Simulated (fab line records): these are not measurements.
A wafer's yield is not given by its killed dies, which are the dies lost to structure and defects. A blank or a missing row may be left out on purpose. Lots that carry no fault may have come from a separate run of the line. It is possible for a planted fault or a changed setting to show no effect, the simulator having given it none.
fab line records	flow ritCmos
record: lots: 7	wafers: 21	lastDay: 8
route steps=202 shown ACTIVE@1 FOX1@20 FOX2@23 M1@202
lots with no fault: from the same line, run without faults
startH: start of the lot's first displayed wafer, in hours after the record's first day	waitH: hours from the lot's prior step to this one	" the same as in the row above	L1.1+2: a row that stands for several wafers	- either no value or no given start	* or withheld: withheld	< > ~ a bound
route shown NAME@n: NAME is a module with steps in the file, n the number in the route of the first one	usual: the fault-free wafers' mean and standard deviation	same: alike in all rows	chamber/n: place in a boat	sites: per-site readings	_std_site: standard deviation across them	_edge_site: outer sites' mean less inner sites'	radiusMm: how far each site lies from the wafer's centre	mask NAME#n: copy n	behind: the most recent tool/chamber to have shaped the wafer	hold: cause of the lot's hold/its duration in hours/its outcome	device: which transistor (n, p or np) failed to switch	end of line: tests of these same wafers at the route's end	step lacking rows: just its recipe	killed: at the first sort, the dies lost to defects and structure; wafer yield is something else	map: a wafer's dies, x killed, . not, _ none there
set.NAME: the setting as run; set.NAME@STEP: as run at that earlier step	model.NAME: the simulator's own value behind a step, which no gauge read
a table for each step, a row for each wafer; lots at some steps of the route
services: when a tool's chamber went out of use (startH, in hours from the record's first day, below 0 if earlier), for how many hours, and the reason
== steps ==
step: RIT_ACTIVE_BOW_MEAS_00
recipe: mode: bow
usual: INCOMING_BOW: -1/6.2
lot.wafer	tool	chamber	startH	waitH	INCOMING_BOW[um]
L628.1	filmMetro-04	-	10.00	-	6
L628.2	"	-	"	"	4
L628.4	"	-	"	"	-2
L630.3	filmMetro-04	-	20.04	-	0
L630.4	"	-	"	"	-4
L630.6	"	-	"	"	-3
L641.2	filmMetro-01	-	75.02	-	-4
L641.4	"	-	"	"	-7
L641.5	"	-	"	"	-2
L642.1	filmMetro-01	-	80.00	-	-13
L642.2	"	-	"	"	-7
L642.5	"	-	"	"	6
L643.2	filmMetro-04	-	85.02	-	-3
L643.4	"	-	"	"	-7
L643.6	"	-	"	"	3
L648.2	filmMetro-01	-	110.02	-	-4
L648.3	"	-	"	"	0
L648.4	"	-	"	"	-2
L651.1	filmMetro-01	-	125.00	-	-8
L651.2	"	-	"	"	9
L651.5	"	-	"	"	3
step: RIT_ACTIVE_OXIDATION_01
recipe: tempC: 1000	ambient: O2	targetThkA: 468	oxTimeS: 3360
step: RIT_ACTIVE_THK_MEAS_02
recipe: reads: SiO2_of_ACTIVE_OXIDATION_01
usual: ACTIVE_OXIDE_THK: 46.1/1
lot.wafer	tool	chamber	startH	waitH	ACTIVE_OXIDE_THK[nm]
L628.1	filmMetro-02	-	12.05	0.0	46.9
L628.2	"	-	"	"	46.3
L628.4	"	-	"	"	46.6
L630.3	filmMetro-02	-	26.53	0.0	44.6
L630.4	"	-	"	"	45.2
L630.6	"	-	"	"	45.1
L641.2	filmMetro-02	-	80.76	0.0	45.8
L641.4	"	-	"	"	44.8
L641.5	"	-	"	"	46.0
L642.1	filmMetro-02	-	84.25	0.0	43.9
L642.2	"	-	"	"	44.5
L642.5	"	-	"	"	44.4
L643.2	filmMetro-02	-	90.77	0.0	46.0
L643.4	"	-	"	"	45.6
L643.6	"	-	"	"	45.6
L648.2	filmMetro-02	-	114.95	0.0	47.1
L648.3	"	-	"	"	46.3
L648.4	"	-	"	"	46.2
L651.1	filmMetro-01	-	128.82	0.0	46.1
L651.2	"	-	"	"	46.2
L651.5	"	-	"	"	45.9
step: RIT_ACTIVE_CVD_03
recipe: material: Si3N4	targetThkNm: 150	tempC: 810	precursor: SiH2Cl2/NH3	timeS: 1537	pressureMtorr: 300	sih2cl2FlowSccm: 60	nh3FlowSccm: 150
lot.wafer	tool	chamber	startH	waitH	model.Si3N4_of_ACTIVE_CVD_03.thkNm
L628.1	lpcvd-01	0	12.11	0.1	152.9
L628.2	"	0	"	"	152.6
L628.4	"	0	"	"	153.3
L630.3	lpcvd-02	1	26.57	0.0	153.8
L630.4	"	1	"	"	154.1
L630.6	"	1	"	"	154.3
L641.2	lpcvd-01	1	80.81	0.0	102.7
L641.4	"	1	"	"	104.3
L641.5	"	1	"	"	103.7
L642.1	lpcvd-01	0	84.31	0.1	103.8
L642.2	"	0	"	"	103.5
L642.5	"	0	"	"	104.1
L643.2	lpcvd-01	1	90.82	0.0	104.9
L643.4	"	1	"	"	106.1
L643.6	"	1	"	"	105.4
L648.2	lpcvd-02	1	115.00	0.0	152.3
L648.3	"	1	"	"	153.8
L648.4	"	1	"	"	152.8
L651.1	lpcvd-02	1	129.08	0.2	152.5
L651.2	"	1	"	"	154.5
L651.5	"	1	"	"	156.3
step: RIT_ACTIVE_THK_MEAS_04
recipe: reads: Si3N4_of_ACTIVE_CVD_03
usual: ACTIVE_NITRIDE_THK: 153.9/1.5
lot.wafer	tool	chamber	startH	waitH	ACTIVE_NITRIDE_THK[nm]
L628.1	filmMetro-04	-	13.53	0.0	152.9
L628.2	"	-	"	"	152.7
L628.4	"	-	"	"	153.4
L630.3	filmMetro-01	-	28.01	0.0	153.8
L630.4	"	-	"	"	154.1
L630.6	"	-	"	"	154.2
L641.2	filmMetro-04	-	82.24	0.0	102.7
L641.4	"	-	"	"	104.2
L641.5	"	-	"	"	103.7
L642.1	filmMetro-02	-	85.72	0.0	103.8
L642.2	"	-	"	"	103.5
L642.5	"	-	"	"	104.1
L643.2	filmMetro-01	-	92.25	0.0	104.9
L643.4	"	-	"	"	106.1
L643.6	"	-	"	"	105.4
L648.2	filmMetro-04	-	116.42	0.0	152.2
L648.3	"	-	"	"	153.6
L648.4	"	-	"	"	152.6
L651.1	filmMetro-01	-	131.20	0.0	152.5
L651.2	"	-	"	"	154.5
L651.5	"	-	"	"	156.3
step: RIT_ACTIVE_HMDS_05
recipe: primeTimeS: 60	primeTempC: 140
step: RIT_ACTIVE_COAT_06
recipe: resist: NOVOLAK	spinRpm: 3250	resistThkNm: 991.5
step: RIT_ACTIVE_SOFTBAKE_07
recipe: resist: NOVOLAK	tempC: 90	timeS: 60
step: RIT_ACTIVE_EXPOSE_08
recipe: maskId: M1	na: 0.6	sourceShape: conventional	sigmaOuter: 0.6	targetCdNm: 1400	doseMj: 225
step: RIT_ACTIVE_PEB_09
recipe: resist: NOVOLAK	tempC: withheld	timeS: withheld
step: RIT_ACTIVE_DEVELOP_10
recipe: resist: NOVOLAK	developTimeS: 50	devTempC: 23
step: RIT_ACTIVE_CD_MEAS_11
recipe: targetCdNm: 1400
usual: cdNm: 1400.3/2.6
lot.wafer	tool	chamber	startH	waitH	cdNm
L628.1	cdSem-01	-	14.56	-	1400.7
L628.2	"	-	"	"	1401.2
L628.4	"	-	"	"	1402.0
L630.3	cdSem-01	-	28.95	-	1399.3
L630.4	"	-	"	"	1399.3
L630.6	"	-	"	"	1400.6
L641.2	cdSem-02	-	83.28	-	1400.2
L641.4	"	-	"	"	1399.1
L641.5	"	-	"	"	1399.5
L642.1	cdSem-02	-	86.76	-	1404.1
L642.2	"	-	"	"	1402.8
L642.5	"	-	"	"	1401.7
L643.2	cdSem-02	-	93.19	-	1402.8
L643.4	"	-	"	"	1403.2
L643.6	"	-	"	"	1404.0
L648.2	cdSem-02	-	117.39	-	1399.7
L648.3	"	-	"	"	1400.4
L648.4	"	-	"	"	1399.3
L651.1	cdSem-02	-	132.11	-	1399.1
L651.2	"	-	"	"	1398.0
L651.5	"	-	"	"	1398.7
step: RIT_ACTIVE_HARDBAKE_12
recipe: resist: NOVOLAK	tempC: 140	timeS: 60
step: RIT_ACTIVE_ETCH_13
recipe: stopOn: SiO2	chemistry: SF6	target: Si3N4	timeS: 210	overEtchFrac: 0.4	SF6_flow_sccm: 200	pressureMtorr: 260	rfW: 125	targetDepthA: 2100
usual: drypumpMotorCurrentA: 5.7/0.43	oesProductAu: 0.832/0.014	throttleValvePct: 7.49/0.15
lot.wafer	tool	chamber	startH	waitH	drypumpMotorCurrentA	oesProductAu	rfHoursCounterH	throttleValvePct	model.etch.depthNm	model.ACTIVE.featureDepthNm
L628.1	rieDiel-01	1	14.98	0.1	6.1	0.826	29	7.65	152.9	152.9
L628.2	"	0	"	"	6.1	0.837	91	7.72	152.6	152.6
L628.4	"	2	"	"	5.4	0.834	1	7.27	153.3	154.8
L630.3	rieDiel-02	1	29.31	0.1	6.6	0.840	20	7.36	153.8	153.9
L630.4	"	3	"	"	5.8	0.853	136	7.35	154.1	154.1
L630.6	"	3	"	"	5.8	0.854	-	7.35	154.3	154.3
L641.2	rieDiel-01	1	83.53	0.1	6.2	0.680	31	7.63	102.7	102.7
L641.4	"	0	"	"	6.1	0.700	-	7.71	104.3	104.3
L641.5	"	1	"	"	6.2	0.676	-	7.66	103.7	103.7
L642.1	rieDiel-04	3	87.03	0.1	5.5	0.672	5	7.36	103.8	103.8
L642.2	"	1	"	"	6.2	0.664	129	7.51	103.5	104
L642.5	"	3	"	"	5.5	0.673	-	7.34	104.1	104.1
L643.2	rieDiel-01	0	93.44	0.1	6.1	0.688	93	7.75	104.9	104.9
L643.4	"	1	"	"	6.1	0.691	31	7.63	106.1	106.1
L643.6	"	2	"	"	5.4	0.684	-	7.25	105.4	106.9
L648.2	rieDiel-04	0	117.64	0.1	5.7	0.822	13	7.31	152.3	152.3
L648.3	"	2	"	"	5.3	0.846	125	7.62	153.8	153.8
L648.4	"	1	"	"	6.2	0.808	129	7.52	152.8	153.2
L651.1	rieDiel-04	2	132.51	0.1	5.3	0.845	125	7.60	152.5	152.5
L651.2	"	3	"	"	5.6	0.815	5	7.36	154.5	154.5
L651.5	"	2	"	"	5.3	0.851	-	7.61	156.3	156.3
step: RIT_ACTIVE_STRIP_14
recipe: chemistry: O2	timeS: 180	resist: NOVOLAK	platenTempC: withheld	powerW: 500	pressureMtorr: 4000	o2FlowSccm: 4000
usual: drypumpMotorCurrentA: 6.2/0.51
lot.wafer	tool	chamber	startH	waitH	drypumpMotorCurrentA	rfHoursCounterH
L628.1	plasmaAsher-01	0	15.12	0.1	6.8	21
L628.2	"	1	"	"	5.7	21
L628.4	"	1	"	"	5.8	-
L630.3	plasmaAsher-03	0	29.50	0.1	5.9	-
L630.4	"	1	"	"	5.5	-
L630.6	"	0	"	"	5.9	-
L641.2	plasmaAsher-01	0	83.66	0.1	6.8	29
L641.4	"	1	"	"	5.8	-
L641.5	"	0	"	"	6.8	-
L642.1	plasmaAsher-02	0	87.16	0.1	6.5	44
L642.2	"	1	"	"	6.8	44
L642.5	"	1	"	"	6.8	-
L643.2	plasmaAsher-02	0	93.58	0.1	6.5	44
L643.4	"	1	"	"	6.8	-
L643.6	"	1	"	"	6.8	-
L648.2	plasmaAsher-03	0	117.78	0.1	5.9	0
L648.3	"	1	"	"	5.5	-
L648.4	"	0	"	"	5.9	-
L651.1	plasmaAsher-03	0	132.64	0.1	5.9	1
L651.2	"	1	"	"	5.4	1
L651.5	"	1	"	"	5.5	-
step: RIT_ACTIVE_CD_MEAS_90
recipe: targetCdNm: 1400
usual: cdNm: 1400.4/2.6
lot.wafer	tool	chamber	startH	waitH	cdNm
L628.1	cdSem-01	-	15.29	0.1	1400.8
L628.2	"	-	"	"	1401.0
L628.4	"	-	"	"	1401.9
L630.3	cdSem-01	-	29.66	0.1	1399.1
L630.4	"	-	"	"	1399.7
L630.6	"	-	"	"	1400.8
L641.2	cdSem-02	-	83.86	0.1	1400.2
L641.4	"	-	"	"	1399.2
L641.5	"	-	"	"	1399.2
L642.1	cdSem-02	-	87.34	0.1	1404.7
L642.2	"	-	"	"	1402.8
L642.5	"	-	"	"	1402.0
L643.2	cdSem-02	-	93.77	0.1	1403.1
L643.4	"	-	"	"	1403.1
L643.6	"	-	"	"	1404.3
L648.2	cdSem-02	-	117.97	0.1	1399.9
L648.3	"	-	"	"	1400.6
L648.4	"	-	"	"	1399.3
L651.1	cdSem-02	-	132.82	0.1	1399.3
L651.2	"	-	"	"	1398.1
L651.5	"	-	"	"	1399.3
step: RIT_ACTIVE_CLEAN_15
recipe: chemistry: SC1	mix: 3:3:50	timeS: 600	tempC: 75
step: RIT_ACTIVE_CLEAN_16
recipe: chemistry: dHF	dilution: 50:1	timeS: 30
step: RIT_ACTIVE_CLEAN_17
recipe: chemistry: SC2	mix: 3:3:50	timeS: 600	tempC: 75	dry: n2Spin
step: RIT_FOX1_OXIDATION_00
recipe: tempC: 1100	ambient: H2O	targetThkA: 3507	pH2oTorr: 720	oxTimeS: 1130
step: RIT_FOX1_THK_MEAS_01
recipe: reads: SiO2_of_FOX1_OXIDATION_00
usual: FOX1_OXIDE_THK: 349/5.9
lot.wafer	tool	chamber	startH	waitH	FOX1_OXIDE_THK[nm]
L628.1	filmMetro-02	-	20.39	0.0	350
L628.2	"	-	"	"	349
L628.4	"	-	"	"	343
L630.3	filmMetro-03	-	32.38	0.0	339
L630.4	"	-	"	"	344
L630.6	"	-	"	"	335
L641.2	filmMetro-03	-	88.84	0.0	351
L641.4	"	-	"	"	359
L641.5	"	-	"	"	351
L642.1	filmMetro-03	-	92.32	0.0	350
L642.2	"	-	"	"	353
L642.5	"	-	"	"	356
L643.2	filmMetro-04	-	99.91	0.0	346
L643.4	"	-	"	"	348
L643.6	"	-	"	"	343
L648.2	filmMetro-03	-	124.97	0.0	341
L648.3	"	-	"	"	348
L648.4	"	-	"	"	344
L651.1	filmMetro-04	-	134.66	0.0	347
L651.2	"	-	"	"	355
L651.5	"	-	"	"	345
step: RIT_FOX1_WET_ETCH_02
recipe: chemistry: BOE	targetDepthNm: 350	timeS: 390	tempC: 21.5	dry: n2Spin	dilution: 10:1	target: SiO2
step: RIT_FOX2_OXIDATION_00
recipe: tempC: 1100	ambient: H2O	targetThkA: 3507	pH2oTorr: 720	oxTimeS: 1130
step: RIT_FOX2_THK_MEAS_01
recipe: reads: SiO2_of_FOX2_OXIDATION_00
usual: FOX2_OXIDE_THK: 348/7.7
lot.wafer	tool	chamber	startH	waitH	FOX2_OXIDE_THK[nm]
L628.1	filmMetro-03	-	26.18	0.0	347
L628.2	"	-	"	"	348
L628.4	"	-	"	"	351
L630.3	filmMetro-03	-	34.78	0.0	355
L630.4	"	-	"	"	355
L630.6	"	-	"	"	356
L641.2	filmMetro-03	-	93.65	0.0	356
L641.4	"	-	"	"	352
L641.5	"	-	"	"	349
L642.1	filmMetro-02	-	98.59	0.0	350
L642.2	"	-	"	"	348
L642.5	"	-	"	"	352
L643.2	filmMetro-03	-	105.55	0.0	350
L643.4	"	-	"	"	345
L643.6	"	-	"	"	347
L648.2	filmMetro-03	-	130.15	0.0	347
L648.3	"	-	"	"	340
L648.4	"	-	"	"	342
L651.1	filmMetro-01	-	136.15	0.0	348
L651.2	"	-	"	"	339
L651.5	"	-	"	"	346
step: RIT_FOX2_CLEAN_02
recipe: chemistry: dHF	dilution: 50:1	timeS: 180
lot.wafer	tool	chamber	startH	waitH	model.Si3N4_of_ACTIVE_CVD_03.thkNm
L628.1	wetBench-01	1	26.24	0.1	133.6
L628.2	"	1	"	"	133.3
L628.4	"	1	"	"	134.1
L630.3	wetBench-01	1	34.82	0.0	134.6
L630.4	"	1	"	"	134.9
L630.6	"	1	"	"	135
L641.2	wetBench-01	0	93.70	0.0	83.52
L641.4	"	0	"	"	85.03
L641.5	"	0	"	"	84.5
L642.1	wetBench-02	0	98.65	0.1	84.56
L642.2	"	0	"	"	84.32
L642.5	"	0	"	"	84.83
L643.2	wetBench-01	3	105.60	0.0	85.63
L643.4	"	3	"	"	86.79
L643.6	"	3	"	"	86.16
L648.2	wetBench-01	0	130.20	0.0	133
L648.3	"	0	"	"	134.5
L648.4	"	0	"	"	133.5
L651.1	wetBench-04	2	136.21	0.1	133.3
L651.2	"	2	"	"	135.3
L651.5	"	2	"	"	137.1
step: RIT_FOX2_WET_ETCH_03
recipe: chemistry: H3PO4	target: Si3N4	targetDepthNm: 195	tempC: 165	timeS: 2700
step: RIT_M1_PROBE_99
usual: killedAtContacts: 0.1/0.28	killedAtFrontEnd: 7.1/2.8	killedDies: 7.1/2.9	killedOnRim: 1.9/1.5	killedOpen: 3.4/2	killedShort: 3.6/2.1
same: grossDies: 264	killed_at_M0_to_M3: 0	killed_at_M4_up: 0	killedAtBackSide: 0	killedAtOther: 0
lot.wafer	tool	chamber	startH	waitH	killedAtContacts	killedAtFrontEnd	killedDies	killedOnRim	killedOpen	killedShort	model.etest.pldd.widthNm	model.etest.nldd.widthNm	model.etest.pplusSal.widthNm	model.etest.nplusSal.widthNm	model.etest.nmosNarrow.driveUaUm	model.etest.pmosNarrow.driveUaUm
L628.1	prober-02	-	68.35	0.1	0	1	1	1	0	1	3184	3186	3437	3454	254.7	115.1
L628.2	prober-02	-	68.40	0.1	0	8	8	3	6	2	3164	3187	3449	3424	253.7	114.5
L628.4	prober-02	-	68.50	0.2	0	4	4	2	2	2	3175	3177	3470	3469	266.7	120.6
L630.3	prober-02	-	77.70	0.2	1	11	12	3	4	8	3208	3202	3483	3472	244.5	109.8
L630.4	prober-02	-	77.75	0.2	0	9	9	2	3	6	3194	3188	3474	3463	241.2	105.2
L630.6	prober-02	-	77.85	0.2	0	10	10	2	6	4	3192	3214	3492	3485	245.4	108.9
L641.2	prober-01	-	151.20	0.1	0	5	5	2	3	2	3099	3090	3390	3394	225.7	98.41
L641.4	prober-01	-	151.30	0.2	0	11	11	4	5	6	3118	3124	3414	3412	234.3	103.7
L641.5	prober-01	-	151.35	0.2	1	12	13	4	8	5	3112	3123	3382	3395	223.5	100.7
L642.1	prober-02	-	152.77	0.1	0	7	7	1	3	3	3163	3146	3410	3410	235.4	106.1
L642.2	prober-02	-	152.82	0.1	0	10	10	2	3	5	3134	3154	3429	3428	233.4	106
L642.5	prober-02	-	152.97	0.2	0	8	8	3	1	7	3124	3127	3421	3407	233.9	105.2
L643.2	prober-01	-	156.55	0.1	0	8	8	4	4	3	3125	3124	3414	3400	235.9	106.3
L643.4	prober-01	-	156.65	0.2	0	6	6	2	3	3	3130	3142	3395	3403	239.1	107.7
L643.6	prober-01	-	156.75	0.2	0	7	7	2	3	4	3144	3118	3416	3409	236.6	106.5
L648.2	prober-01	-	175.05	0.1	0	1	1	0	1	0	3181	3196	3450	3475	248	107.5
L648.3	prober-01	-	175.10	0.2	0	3	3	0	2	1	3195	3195	3455	3453	255.4	111.9
L648.4	prober-01	-	175.15	0.2	0	7	7	1	3	4	3208	3210	3436	3443	253.4	108.4
L651.1	prober-01	-	182.51	0.1	0	6	6	3	2	4	3214	3202	3459	3474	241.1	109.5
L651.2	prober-01	-	182.56	0.1	0	4	4	1	1	3	3196	3208	3465	3442	238	107.3
L651.5	prober-01	-	182.71	0.2	0	10	10	3	2	8	3205	3219	3478	3477	249.6	114.1
killed by level:class
L628.1 GATE:geometricParticle:short=1
L628.2 REOX:geometricParticle:open=3 FOX1:geometricParticle:short=1 GATE:geometricParticle:open=1 SPACER:geometricParticle:open=1 SILICIDE:geometricParticle:open=1 SILICIDE:geometricParticle:short=1
L628.4 GATE:geometricParticle:short=1 GATE:geometricParticle:open=1 SPACER:geometricParticle:short=1 SILICIDE:geometricParticle:open=1
L630.3 REOX:geometricParticle:short=2 SPACER:geometricParticle:open=2 SPACER:geometricParticle:short=2 FOX1:geometricParticle:short=1 FOX2:geometricParticle:short=1 GATE:geometricParticle:short=1 SILICIDE:geometricParticle:open=1 SILICIDE:geometricParticle:short=1
L630.4 GATE:geometricParticle:open=3 GATE:geometricParticle:short=2 SPACER:geometricParticle:short=2 REOX:geometricParticle:short=1 SILICIDE:geometricParticle:short=1
L630.6 GATE:geometricParticle:open=2 SPACER:geometricParticle:open=2 FOX1:geometricParticle:open=1 FOX1:geometricParticle:short=1 FOX2:geometricParticle:short=1 SPACER:geometricParticle:short=1 SILICIDE:geometricParticle:open=1 SILICIDE:geometricParticle:short=1
L641.2 FOX1:geometricParticle:open=2 GATE:geometricParticle:open=1 GATE:geometricParticle:short=1 SILICIDE:geometricParticle:short=1
L641.4 GATE:geometricParticle:short=4 GATE:geometricParticle:open=3 SPACER:geometricParticle:open=2 REOX:geometricParticle:short=1 SPACER:geometricParticle:short=1
L641.5 GATE:geometricParticle:short=3 GATE:geometricParticle:open=3 FOX1:geometricParticle:open=2 REOX:geometricParticle:short=1 REOX:geometricParticle:open=1 SPACER:geometricParticle:short=1 SPACER:geometricParticle:open=1 CONTACT:geometricParticle:open=1
L642.1 REOX:geometricParticle:short=2 FOX2:geometricParticle:open=1 GATE:geometricParticle:short=1 GATE:geometricParticle:open=1 REOX:geometricParticle:open=1 PRETRO:coatMicrobubblePrinted=1
L642.2 GATE:geometricParticle:open=3 GATE:geometricParticle:short=3 SPACER:geometricParticle:short=2 PRETRO:coatMicrobubblePrinted=2
L642.5 GATE:geometricParticle:short=5 FOX2:geometricParticle:short=1 GATE:geometricParticle:open=1 SPACER:geometricParticle:short=1
L643.2 REOX:geometricParticle:open=2 FOX1:geometricParticle:open=1 REOX:geometricParticle:short=1 SPACER:geometricParticle:short=1 SPACER:geometricParticle:open=1 SILICIDE:geometricParticle:short=1 PWELL:coatMicrobubblePrinted=1
L643.4 GATE:geometricParticle:short=3 FOX1:geometricParticle:open=2 GATE:geometricParticle:open=1
L643.6 REOX:geometricParticle:short=2 FOX2:geometricParticle:open=1 GATE:geometricParticle:short=1 GATE:geometricParticle:open=1 SILICIDE:geometricParticle:open=1 SILICIDE:geometricParticle:short=1
L648.2 FOX1:geometricParticle:open=1
L648.3 GATE:geometricParticle:open=2 SILICIDE:geometricParticle:short=1
L648.4 GATE:geometricParticle:open=3 GATE:geometricParticle:short=2 SPACER:geometricParticle:short=1 SILICIDE:geometricParticle:short=1
L651.1 GATE:geometricParticle:short=3 FOX1:geometricParticle:open=1 SPACER:geometricParticle:short=1 SILICIDE:geometricParticle:open=1
L651.2 FOX2:geometricParticle:short=1 GATE:geometricParticle:short=1 REOX:geometricParticle:short=1 SPACER:geometricParticle:open=1
L651.5 GATE:geometricParticle:short=5 FOX1:geometricParticle:short=1 FOX2:geometricParticle:short=1 REOX:geometricParticle:short=1 REOX:geometricParticle:open=1 SPACER:geometricParticle:open=1
== services ==
tool	chamber	startH	hours	kind
plasmaAsher-02	-	2.66	2.1	repair
rieDiel-01	1	31.07	10.5	repair
rieDiel-02	0	61.71	13.8	repair
plasmaAsher-03	-	67.92	1.6	repair
rieDiel-01	2	72.70	12.5	repair
rieDiel-01	1	72.79	3.0	repair
rieDiel-04	-	91.95	0.8	repair
lpcvd-01	-	94.50	2.8	pm
plasmaAsher-03	-	108.75	9.0	pm
plasmaAsher-03	0	108.75	9.0	ventCycle
plasmaAsher-03	1	108.75	9.0	ventCycle
plasmaAsher-03	0	117.75	-	clean
plasmaAsher-03	1	117.75	-	clean
rieDiel-02	2	118.60	12.6	repair
rieDiel-02	-	122.05	0.5	repair
plasmaAsher-02	-	126.86	2.8	pm
rieDiel-01	-	129.44	4.3	pm
plasmaAsher-01	-	132.82	4.3	pm
== key ==
firstSign: step: RIT_ACTIVE_THK_MEAS_04	reading: ACTIVE_NITRIDE_THK	direction: down	sigmas: 34	usual: 153.9	struck: 104.3
effect: step: RIT_ACTIVE_ETCH_13	reading: oesProductAu	direction: down	sigmas: 11	usual: 0.832	struck: 0.681
modelEffect: step: RIT_ACTIVE_CVD_03	value: Si3N4_of_ACTIVE_CVD_03.thkNm	without: 155	struck: 104.3
modelEffect: step: RIT_ACTIVE_ETCH_13	value: etch.depthNm	without: 155	struck: 104.3
modelEffect: step: RIT_FOX2_CLEAN_02	value: Si3N4_of_ACTIVE_CVD_03.thkNm	without: 135.8	struck: 85.04
modelEffect: step: RIT_M1_PROBE_99	value: etest.pldd.widthNm	without: 3201	struck: 3127
metAt RIT_ACTIVE_CVD_03
struckWafers L641.2,L641.4,L641.5,L642.1,L642.2,L642.5,L643.2,L643.4,L643.6
testerLeftOut L641,L642,L643
onsetBetween 12.11 80.81
fault: kind: processParameterDrift	tool: lpcvd-01	chamber: -	onsetH: 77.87	steps: RIT_ACTIVE_CVD_03	channel: targetThkNm	offset: -49.5	shape: step	endH: 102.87	actsIn: theseRecipesOnly	stated: 150
testerLeftOut: of these lots the tester's yield and bins aren't shown, on N5 and GAA mostly nor the transistor test; their killed dies are dies lost to structure and defects alone, not to doping, threshold or leakage, so they don't give the yield
